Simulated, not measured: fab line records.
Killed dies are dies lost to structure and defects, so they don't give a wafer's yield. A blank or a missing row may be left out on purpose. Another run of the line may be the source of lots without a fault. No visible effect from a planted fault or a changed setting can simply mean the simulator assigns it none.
The tool behind it: which one?	flow berkeleyCmos170	14 lots with 42 wafers sampled at 4 steps, on a route of 331 steps

== WHAT THE GAUGES READ, wafer by wafer ==
UCB170_V1_CD_MEAS_12: the cd target is 700 nm. Usual: cdNm 700.1 nm, standard deviation 1.4.
lot	measured	on	cdNm (nm)	flag
L984	day 7 07:47	cdSem-01	700.2 699.8 701.4	
L985	day 8 16:25	cdSem-02	701.0 702.0 700.5	
L986	day 7 22:29	cdSem-02	701.2 700.0 699.9	
L987	day 7 22:16	cdSem-01	701.8 700.7 700.0	
L988	day 8 03:55	cdSem-02	699.3 699.2 699.8	
L990	day 8 08:02	cdSem-02	701.6 700.4 701.5	
L989	day 8 07:40	cdSem-01	699.8 701.2 700.3	
L991	day 8 08:29	cdSem-02	701.0 701.2 701.4	
L992	day 9 02:53	cdSem-01	698.0 698.1 698.3	
L993	day 9 02:45	cdSem-01	701.5 700.4 701.3	
L104	day 11 03:36	cdSem-01	697.8 697.4 698.9	
L105	day 11 10:38	cdSem-01	699.6 698.6 699.1	
L106	day 11 10:42	cdSem-02	701.0 701.5 700.9	
L107	day 11 14:49	cdSem-01	698.5 698.1 698.5	

UCB170_M3_CD_MEAS_15: the cd target is 700 nm. Usual: cdNm 700.3 nm, standard deviation 1.5.
lot	measured	on	cdNm (nm)	flag
L984	day 7 18:32	cdSem-02	701.3 701.3 701.2	
L985	day 9 02:38	cdSem-02	700.7 700.5 701.0	
L986	day 8 08:21	cdSem-02	702.2 701.1 700.9	
L987	day 8 07:27	cdSem-01	700.3 698.6 699.0	
L988	day 8 12:09	cdSem-02	699.6 698.5 697.6	
L990	day 8 17:00	cdSem-01	700.0 700.8 700.0	
L989	day 8 16:07	cdSem-02	702.8 700.9 701.1	
L991	day 8 17:43	cdSem-02	701.8 702.9 703.8	
L992	day 9 11:35	cdSem-02	698.6 699.7 699.0	
L993	day 9 11:16	cdSem-01	701.1 700.7 700.6	
L104	day 11 11:40	cdSem-02	700.8 701.1 699.6	
L105	day 11 21:10	cdSem-01	697.8 698.8 699.5	
L106	day 11 21:18	cdSem-02	700.5 699.9 699.0	
L107	day 12 00:43	cdSem-02	697.7 699.2 697.5	

== WHAT TOOL EACH LOT RAN ON (gives the tool, then ch and the chambers of the sampled wafers, and finally the start) ==
lot	UCB170_NLDD_STRIP_10	UCB170_M2_STRIP_07
L984	plasmaAsher-01 ch 0,1, day 6 05:22	plasmaAsher-03 ch 0,1, day 7 09:17
L985	plasmaAsher-03 ch 0,1, day 6 16:12	plasmaAsher-03 ch 0,1, day 8 18:08
L986	plasmaAsher-04 ch 0,1, day 6 22:29	plasmaAsher-02 ch 0, day 8 00:01
L987	plasmaAsher-01 ch 0,1, day 6 22:35	plasmaAsher-03 ch 0,1, day 7 23:36
L988	plasmaAsher-04 ch 0,1, day 7 02:03	plasmaAsher-03 ch 0,1, day 8 05:40
L990	plasmaAsher-04 ch 0,1, day 7 07:14	plasmaAsher-01 ch 0,1, day 8 09:38
L989	plasmaAsher-01 ch 0,1, day 7 07:44	plasmaAsher-03 ch 0,1, day 8 09:08
L991	plasmaAsher-04 ch 0,1, day 7 08:00	plasmaAsher-03 ch 0,1, day 8 10:26
L992	plasmaAsher-01 ch 0,1, day 7 23:34	plasmaAsher-02 ch 0,1, day 9 04:14
L993	plasmaAsher-01 ch 0,1, day 8 00:18	plasmaAsher-03 ch 0,1, day 9 04:07
L104	plasmaAsher-03 ch 0,1, day 10 01:43	plasmaAsher-03 ch 0,1, day 11 04:56
L105	plasmaAsher-03 ch 0,1, day 10 08:34	plasmaAsher-01 ch 0,1, day 11 11:57
L106	plasmaAsher-01 ch 0, day 10 08:35	plasmaAsher-02 ch 0,1, day 11 12:07
L107	plasmaAsher-01 ch 0,1, day 10 15:53	plasmaAsher-02 ch 1, day 11 16:09
- UCB170_NLDD_STRIP_10: strips in O2.
- UCB170_M2_STRIP_07: strips in O2.

== WHAT THE TOOLS THEMSELVES READ (means of the sampled wafers that have a number; where no wafer has one, the mark that the record gives instead) ==
UCB170_NLDD_STRIP_10. Usual: drypumpMotorCurrentA 5.7 A, standard deviation 0.33; oesProductAu 0.735 a.u., standard deviation 0.0044; stripTimeToEndpointS 21.64 s, standard deviation 0.06.
lot	tool	drypumpMotorCurrentA (A)	oesProductAu (a.u.)	stripTimeToEndpointS (s)	flag
L984	plasmaAsher-01	5.4	0.737	21.67	
L985	plasmaAsher-03	5.7	0.735	21.74	
L986	plasmaAsher-04	6.0	0.733	21.70	
L987	plasmaAsher-01	5.2	0.733	21.63	
L988	plasmaAsher-04	6.0	0.734	21.55	
L990	plasmaAsher-04	6.0	0.738	21.61	
L989	plasmaAsher-01	5.4	0.732	21.60	
L991	plasmaAsher-04	6.0	0.735	21.61	
L992	plasmaAsher-01	5.4	0.738	21.70	
L993	plasmaAsher-01	5.3	0.737	21.69	
L104	plasmaAsher-03	5.7	0.735	21.65	
L105	plasmaAsher-03	5.7	0.736	21.56	
L106	plasmaAsher-01	5.0	0.731	21.58	
L107	plasmaAsher-01	5.4	0.736	21.70	

UCB170_M2_STRIP_07. Usual: drypumpMotorCurrentA 5.60 A, standard deviation 0.27; oesProductAu 0.734 a.u., standard deviation 0.0049; stripTimeToEndpointS 21.96 s, standard deviation 0.062.
lot	tool	drypumpMotorCurrentA (A)	oesProductAu (a.u.)	stripTimeToEndpointS (s)	flag
L984	plasmaAsher-03	5.73	0.737	21.94	
L985	plasmaAsher-03	5.64	0.737	21.89	
L986	plasmaAsher-02	5.90	0.736	21.96	
L987	plasmaAsher-03	5.73	0.733	21.98	
L988	plasmaAsher-03	5.72	0.737	21.96	
L990	plasmaAsher-01	5.22	0.733	22.03	
L989	plasmaAsher-03	5.73	0.732	21.92	
L991	plasmaAsher-03	5.72	0.735	21.88	
L992	plasmaAsher-02	5.86	0.734	21.90	
L993	plasmaAsher-03	5.63	0.733	21.94	
L104	plasmaAsher-03	5.73	0.737	22.08	
L105	plasmaAsher-01	5.21	0.732	21.96	
L106	plasmaAsher-02	5.85	0.732	21.95	
L107	plasmaAsher-02	5.78	0.733	22.05	

== THE ANSWER, worked out from the rows above alone ==
Rule: a lot is off if the mean of its wafers that have a number lies more than 3 standard deviations from the usual mean. Also off: a lot with no number at a reading for which 4 or more lots have one. The other lots that the step has rows for count as sound. The gauges are gone through in route order, then the tools' own readings, and for those a lot's mean is taken as printed above. The first step at which some lot is off is used, and at that step the reading that is off furthest; a lot without a number counts as furthest.
No lot is off on any of the readings shown, so nothing can be concluded from this.

== WHAT HAD BEEN PUT IN BY THE SIMULATOR ==
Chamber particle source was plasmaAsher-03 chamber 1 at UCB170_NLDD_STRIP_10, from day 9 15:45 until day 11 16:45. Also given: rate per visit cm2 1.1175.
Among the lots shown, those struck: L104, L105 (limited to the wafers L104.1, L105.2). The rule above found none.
